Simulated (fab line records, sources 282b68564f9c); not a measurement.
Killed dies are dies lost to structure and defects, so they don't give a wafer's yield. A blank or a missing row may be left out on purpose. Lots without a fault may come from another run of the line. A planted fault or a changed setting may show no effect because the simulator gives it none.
fab line records | flow rit_cmos
record lots=13 wafers=39 last_day=7
route steps=202 shown GATE@89 M1@202
lots that met no fault: from a run of the same line without faults
start_h: hours from the record's first day to the start of the lot's first wafer shown | wait_h: hours since the lot's step before | " the same as in the row above | L1.1+2: a row that stands for several wafers | - no value, or no start given | * or withheld: withheld | < > ~ a bound
route shown NAME@n: a module of which the file shows steps, and the number in the route of the first | usual: mean/standard deviation of fault-free wafers | same: alike in all rows | chamber/n: place in a boat | sites: the reading at each site | _std_site: their standard deviation | _edge_site: outer sites' mean less inner sites' | radius_mm: how far each site lies from the wafer's centre | mask NAME#n: copy n | behind: the tool/chamber that last shaped the wafer | hold: why the lot was held/for how many hours/how that ended | device: the transistor (n, p or np) that didn't switch | end of line: the same wafers' tests at the end of the route | a step without rows: its recipe alone | killed: dies lost to structure and defects at the first sort, not the wafer's yield | map: a wafer's dies, x killed, . not, _ none there
set.NAME: the setting as run; set.NAME@STEP: as run at that earlier step | model.NAME: the simulator's own value behind a step, which no gauge read
steps of the route over a sample of lots; a table a step, a row a wafer
services: from which hour (start_h, from the record's first day; less than 0 if before it) a tool's chamber was out of use, for how many hours, and why
## steps
# step RIT_GATE_EXPOSE_13
# recipe mask_id=M6 na=0.6 source_shape=conventional sigma_outer=0.6 target_cd_nm=150 dose_mj=380
# columns lot.wafer tool chamber start_h wait_h mask
L725.4+5+6 iline_stepper-02 0 35.55 0.1 M6#0
L726.2+5+6 iline_stepper-02 0 42.90 0.1 M6#0
L727.2+4+5 iline_stepper-02 0 46.02 0.1 M6#0
L729.1+4+6 iline_stepper-02 0 57.36 0.2 M6_R1#0
L733.1+3+4 iline_stepper-02 0 80.66 0.1 M6#0
L739.1+3+4 iline_stepper-02 0 111.66 0.2 M6#0
L740.1+2+5 iline_stepper-01 0 114.47 0.2 M6#0
L742.2+5+6 iline_stepper-02 0 126.34 0.2 M6#0
L743.2+4+5 iline_stepper-01 0 127.66 0.2 M6#0
L744.1+2+3 iline_stepper-01 0 133.44 0.1 M6#0
L745.1+2+3 iline_stepper-02 0 141.57 0.2 M6#0
L746.2+3+6 iline_stepper-01 0 144.27 0.3 M6#0
L747.1+2+5 iline_stepper-02 0 150.79 0.2 M6#0
# step RIT_GATE_CD_MEAS_16
# recipe target_cd_nm=150
# usual cd_nm=149.1/2.4
# columns lot.wafer tool chamber start_h wait_h cd_nm
L725.4 cd_sem-01 - 35.95 - 151.0
L725.5 " - " " 151.4
L725.6 " - " " 152.5
L726.2 cd_sem-01 - 43.30 - 146.1
L726.5 " - " " 146.7
L726.6 " - " " 145.9
L727.2 cd_sem-01 - 46.42 - 152.5
L727.4 " - " " 150.3
L727.5 " - " " 151.0
L729.1 cd_sem-01 - 57.78 - 138.2
L729.4 " - " " 138.4
L729.6 " - " " 140.6
L733.1 cd_sem-01 - 81.06 - 149.1
L733.3 " - " " 150.3
L733.4 " - " " 149.9
L739.1 cd_sem-01 - 112.06 - 151.2
L739.3 " - " " 148.7
L739.4 " - " " 151.2
L740.1 cd_sem-01 - 114.96 - 152.3
L740.2 " - " " 155.9
L740.5 " - " " 154.0
L742.2 cd_sem-02 - 126.74 - 147.3
L742.5 " - " " 145.6
L742.6 " - " " 148.0
L743.2 cd_sem-02 - 128.06 - 148.0
L743.4 " - " " 148.4
L743.5 " - " " 146.9
L744.1 cd_sem-01 - 133.84 - 148.6
L744.2 " - " " 150.8
L744.3 " - " " 150.1
L745.1 cd_sem-01 - 141.97 - 148.3
L745.2 " - " " 148.2
L745.3 " - " " 148.8
L746.2 cd_sem-01 - 144.69 - 145.9
L746.3 " - " " 147.6
L746.6 " - " " 147.4
L747.1 cd_sem-02 - 151.19 - 147.0
L747.2 " - " " 146.4
L747.5 " - " " 144.9
# step RIT_M1_PROBE_99
# usual killed_at_M0_to_M3=0.0/0.12 killed_at_contacts=0.1/0.24 killed_at_front_end=7.1/3 killed_dies=7.2/3 killed_open=3.7/2 killed_short=3.5/2
# same gross_dies=264 killed_at_M4_up=0 killed_at_back_side=0 killed_at_other=0
# columns lot.wafer tool chamber start_h wait_h killed_at_M0_to_M3 killed_at_contacts killed_at_front_end killed_dies killed_open killed_short
L729.6 prober-01 - 78.83 0.2 0 0 7 7 3 4
# killed by level:class
L729.6 GATE:geometric_particle:short=4 FOX1:geometric_particle:open=1 GATE:geometric_particle:open=1 SPACER:geometric_particle:open=1
## services
# columns tool chamber start_h hours kind
iline_stepper-01 - 42.90 2.1 pm
iline_stepper-01 - 44.98 - consumable_replace:lamp
iline_stepper-02 - 68.03 1.7 pm
iline_stepper-01 - 93.41 1.7 pm
iline_stepper-01 - 135.73 3.9 repair
## key
first_sign step=RIT_GATE_EXPOSE_13 reading=mask direction=changed
effect step=RIT_GATE_CD_MEAS_16 reading=cd_nm direction=down sigmas=4.3 usual=149.1 struck=139.1
met_at RIT_GATE_EXPOSE_13
struck_lots L729
tester_left_out L729
onset_between 46.02 57.36
fault kind=wrong_mask tool=any chamber=- onset_h=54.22 steps=RIT_GATE_EXPOSE_13 aux_copy=M6_R1#0 cd_offset_nm=-12 scope=struck_lots_only
# tester_left_out: of these lots the tester's yield and bins aren't shown, on N5 and GAA mostly nor the transistor test; their killed dies are dies lost to structure and defects alone, not to doping, threshold or leakage, so they don't give the yield
